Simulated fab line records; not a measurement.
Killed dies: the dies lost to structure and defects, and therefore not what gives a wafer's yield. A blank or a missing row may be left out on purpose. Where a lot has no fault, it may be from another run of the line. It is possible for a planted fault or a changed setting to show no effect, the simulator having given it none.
Commonality check across tools | flow berkeley_cmos170 | 48 wafers sampled across 14 lots

## WHY IT WAS OPENED
UCB170_GATE_THK_MEAS_02, reading GATE_OXIDE_THK: flagged on 2 of 14 lots. Wafers without a fault read 6.53 nm, standard deviation 0.11.
Rule: a lot is flagged when every wafer of it that has a number lies more than 4 standard deviations from that mean, or none has a number. All remaining lots are regarded as sound.

lot  | measured     | on            | GATE_OXIDE_THK (nm), wafer by wafer | flag
L371 | day 6 07:55  | film_metro-01 | 6.64 6.65 6.63                      |
L372 | day 6 07:55  | film_metro-02 | 6.37 6.40 6.46                      |
L370 | day 6 07:55  | film_metro-04 | 6.49 6.48 6.48                      |
L374 | day 6 07:58  | film_metro-04 | 6.81 6.72 6.77                      |
L375 | day 6 22:10  | film_metro-04 | 6.48 6.46 6.50                      |
L377 | day 7 15:39  | film_metro-04 | 6.57 6.60 6.51                      |
L378 | day 7 15:41  | film_metro-01 | 6.46 6.30 6.39                      |
L379 | day 7 15:43  | film_metro-02 | 6.56 6.58 6.68                      |
L382 | day 8 08:31  | film_metro-02 | 6.55 6.53 6.57                      |
L383 | day 8 08:32  | film_metro-04 | 6.47 6.54 6.45                      |
L384 | day 8 12:57  | film_metro-04 | 8.60 8.63 8.66 8.52 8.63 8.70       | FLAGGED
L385 | day 8 21:32  | film_metro-04 | 8.63 8.59 8.61 8.60 8.61 8.68       | FLAGGED
L386 | day 9 06:00  | film_metro-02 | 6.47 6.58 6.50                      |
L393 | day 11 00:29 | film_metro-02 | 6.39 6.42 6.27                      |
On average the flagged lots' numbers are 8.62 nm, which is +2.09 nm against the usual, or +19 standard deviations.

## WHICH TOOL RAN EACH LOT
The record holds 1 process step before the reading, out of a route of 331 steps. Read each cell as the tool, then ch plus the chambers that the sampled wafers visited, then the start.
lot  | flag    | UCB170_GATE_OXIDATION_01
L371 |         | furnace-03 ch 0, day 6 06:25
L372 |         | furnace-03 ch 0, day 6 06:25
L370 |         | furnace-03 ch 0, day 6 06:25
L374 |         | furnace-03 ch 0, day 6 06:25
L375 |         | furnace-04 ch 0, day 6 20:39
L377 |         | furnace-04 ch 0, day 7 14:09
L378 |         | furnace-04 ch 0, day 7 14:09
L379 |         | furnace-04 ch 0, day 7 14:09
L382 |         | furnace-04 ch 0, day 8 07:01
L383 |         | furnace-04 ch 0, day 8 07:01
L384 | FLAGGED | furnace-04 ch 0, day 8 11:26
L385 | FLAGGED | furnace-04 ch 0, day 8 20:02
L386 |         | furnace-01 ch 0, day 9 04:29
L393 |         | furnace-01 ch 0, day 10 22:58
What is done by these steps:
- UCB170_GATE_OXIDATION_01: target thk 6.6 nm, ox time 1800 s.
- UCB170_GATE_THK_MEAS_02

## FLAGGED AGAINST TOTAL, ONE TOOL AT A TIME (gauges that did the reading follow at the end)
step                     | tool          | lots run | flagged | share of the flagged lots | sound lots run after its first flagged lot
UCB170_GATE_OXIDATION_01 | furnace-01    | 2        | 0       | none                      | -
UCB170_GATE_OXIDATION_01 | furnace-03    | 4        | 0       | none                      | -
UCB170_GATE_OXIDATION_01 | furnace-04    | 8        | 2       | all                       | 0
UCB170_GATE_THK_MEAS_02  | film_metro-01 | 2        | 0       | none                      | -
UCB170_GATE_THK_MEAS_02  | film_metro-02 | 5        | 0       | none                      | -
UCB170_GATE_THK_MEAS_02  | film_metro-04 | 7        | 2       | all                       | 0

## WHAT THE TABLE ALLOWS
Rows of the table that ran all the flagged lots, 2 in number: furnace-04 at UCB170_GATE_OXIDATION_01; film_metro-04 at UCB170_GATE_THK_MEAS_02.
- furnace-04 at UCB170_GATE_OXIDATION_01 ran 8 lots, 2 of them flagged. Its last sound lot is L382 (day 8 07:01), its first flagged lot L384 (day 8 11:26): a fault that began between those two fits.
- film_metro-04 at UCB170_GATE_THK_MEAS_02 ran 7 lots, 2 of them flagged. Its last sound lot is L383 (day 8 08:32), its first flagged lot L384 (day 8 12:57): a fault that began between those two fits.
A lot count leaves these 2 tools indistinguishable: every one of them fits a fault beginning at some hour. More lots, or a look at what each step does to the wafer, might.

## WHAT THE SIMULATOR HAD INSERTED
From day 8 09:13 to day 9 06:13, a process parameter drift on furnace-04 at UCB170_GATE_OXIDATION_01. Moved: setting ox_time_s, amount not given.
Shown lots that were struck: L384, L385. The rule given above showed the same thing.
